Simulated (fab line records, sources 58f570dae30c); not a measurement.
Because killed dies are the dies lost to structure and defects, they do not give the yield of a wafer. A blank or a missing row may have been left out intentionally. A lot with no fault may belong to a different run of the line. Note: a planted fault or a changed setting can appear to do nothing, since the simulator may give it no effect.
A lot that was struck, set against a sound lot | flow berkeley-cmos170 | 26 steps out of a route of 331
Sound: wafers L132.1, L132.3, L132.4. Struck: wafer L133.6 (L133.1, L133.3, from the same lot, were not struck and are left out); the cause is given at the end.
Order at every step that has rows: each side's tool, ch and its chambers, its first start. Under that, the readings that differ: sound wafers | struck wafers | difference of the means | sigmas: that difference in standard deviations of wafers without a fault.
alike: readings whose means differ by less than 2 such deviations, and words and numbers that are the same on both sides. not compared: withheld readings, readings that some wafer has no value for, bounds like >300 that may hide the same value, and numbers for which the record gives no deviation and whose values overlap.
Wherever a step has rows on one side only, a row that says differs or no value, or a row with sigmas, the two part there. Numbers that have no deviation but don't overlap get no sigmas and don't part them. A reading missing from all wafers of one side parts the sides only when that side holds two or more wafers.

first, 3 steps without rows for these wafers: UCB170_M1_EXPOSE_06 (exposes mask METAL1, target cd 700 nm); UCB170_M1_PEB_07; UCB170_M1_DEVELOP_08 (develop time 45 s).
UCB170_M1_CD_MEAS_09: the cd target is 700 nm.
  struck on cd-sem-01, day 7 22:14; sound on cd-sem-02, day 6 06:53
  alike: cd-nm
UCB170_M1_OVL_MEAS_10:
  struck on overlay-01, day 7 22:22; sound on overlay-02, day 6 07:01
  alike: M1_OVL
UCB170_M1_ETCH_11: etches BARC in N2/H2.
  sound on rie-diel-02 ch 0,2,3, day 6 07:03; struck on rie-diel-01 ch 0, day 7 22:24
  alike: drypump-motor-current-A, n2-flow-sccm, oes-product-au, throttle-valve-pct
UCB170_M1_METAL_ETCH_12: etches Al in Cl2/BCl3, stops on PSG, target depth 780 nm, time 130 s.
  sound on rie-metal-01 ch 0,1, day 6 07:05; struck on rie-metal-04 ch 0, day 7 22:26
  alike: drypump-motor-current-A, oes-product-au, throttle-valve-pct
  not compared: rf-hours-counter-h
UCB170_M1_STRIP_13: strips in O2.
  sound on plasma-asher-03 ch 0,1, day 6 07:14; struck on plasma-asher-03 ch 0, day 7 22:43
  reading               | sound             | struck | difference | sigmas
  oes-product-au (a.u.) | 0.710 0.715 0.710 | 0.724  | +0.012     | +3
  alike: drypump-motor-current-A
  not compared: rf-hours-counter-h
UCB170_M1_CD_MEAS_90: the cd target is 700 nm.
  struck on cd-sem-01, day 7 22:49; sound on cd-sem-01, day 6 07:20
  alike: cd-nm
then, 1 step without rows for these wafers: UCB170_M1_ANNEAL_14 (time 1200 s).
UCB170_V1_CVD_00: deposits SiO2 from TEOS/O2, target thk 2000 nm, time 250 s.
  sound on pecvd-03 ch 0,1,2, day 6 14:46; struck on pecvd-04 ch 2, day 8 03:35
  alike: heater-power-w
UCB170_V1_THK_MEAS_01:
  struck on film-metro-02, day 8 03:44; sound on film-metro-04, day 6 14:55
  alike: V1_TEOS_THK
UCB170_V1_CMP_02: polishes SiO2.
  sound on cmp-01 ch 1,2,3, day 6 15:07; struck on cmp-01 ch 0, day 8 03:51
  reading                             | sound            | struck | difference | sigmas
  motor-current-A (A)                 | 17.1 14.9 15.4   | 19.0   | +3.2       | +2
  model.SiO2_of_V1_CVD_00.thk-nm (nm) | 998.9 999.4 1001 | 1248   | +248       |
  alike: head-pressure-psi
UCB170_V1_BOW_MEAS_03:
  struck on film-metro-04, day 8 04:06; sound on film-metro-03, day 6 15:25
  reading     | sound    | struck | difference | sigmas
  V1_BOW (um) | 19 12 19 | 31     | +14        | +2
UCB170_V1_THK_MEAS_04:
  struck on film-metro-04, day 8 04:13; sound on film-metro-03, day 6 15:32
  reading              | sound              | struck | difference | sigmas
  V1_POLISHED_THK (nm) | 999.0 999.1 1001.4 | 1247.3 | +247.5     | +99 or more
then, 7 steps without rows for these wafers: UCB170_V1_CLEAN_05 (cleans in DIW); UCB170_V1_HMDS_06 (prime time 60 s); UCB170_V1_COAT_07 (resist thk 900 nm); UCB170_V1_SOFTBAKE_08 (time 60 s); UCB170_V1_EXPOSE_09 (exposes mask VIA1, target cd 700 nm); UCB170_V1_PEB_10; UCB170_V1_DEVELOP_11 (develop time 45 s).
UCB170_V1_CD_MEAS_12: the cd target is 700 nm.
  struck on cd-sem-01, day 8 07:41; sound on cd-sem-01, day 6 17:10
  alike: cd-nm
UCB170_V1_OVL_MEAS_13:
  struck on overlay-01, day 8 07:48; sound on overlay-02, day 6 17:17
  alike: V1_OVL
UCB170_V1_ETCH_14: etches SiO2 in CHF3/CF4/Ar, stops on Al, target depth 1250 nm, time 291 s.
  sound on rie-diel-01 ch 0,2,3, day 6 17:19; struck on rie-diel-03 ch 1, day 8 07:50
  reading                        | sound             | struck | difference | sigmas
  oes-product-au (a.u.)          | 0.866 0.873 0.878 | 1.008  | +0.136     | +10
  model.etch.depth-nm (nm)       | 998.9 999.4 1001  | 1245   | +245       |
  model.V1.feature-depth-nm (nm) | 998.9 999.5 1001  | 1245   | +245       |
  alike: drypump-motor-current-A, mfc-ar-sccm, throttle-valve-pct
  not compared: rf-hours-counter-h
UCB170_V1_STRIP_15: strips in O2.
  sound on plasma-asher-01 ch 0,1, day 6 17:29; struck on plasma-asher-04 ch 1, day 8 08:01
  alike: drypump-motor-current-A, oes-product-au, strip-time-to-endpoint-s
  not compared: rf-hours-counter-h

WHERE THEY PART
At UCB170_M1_STRIP_13 first; at UCB170_V1_ETCH_14 last (within this record only). Later steps at which nothing parts them and some readings are alike: UCB170_V1_STRIP_15.

WHY: whatever the simulator had introduced
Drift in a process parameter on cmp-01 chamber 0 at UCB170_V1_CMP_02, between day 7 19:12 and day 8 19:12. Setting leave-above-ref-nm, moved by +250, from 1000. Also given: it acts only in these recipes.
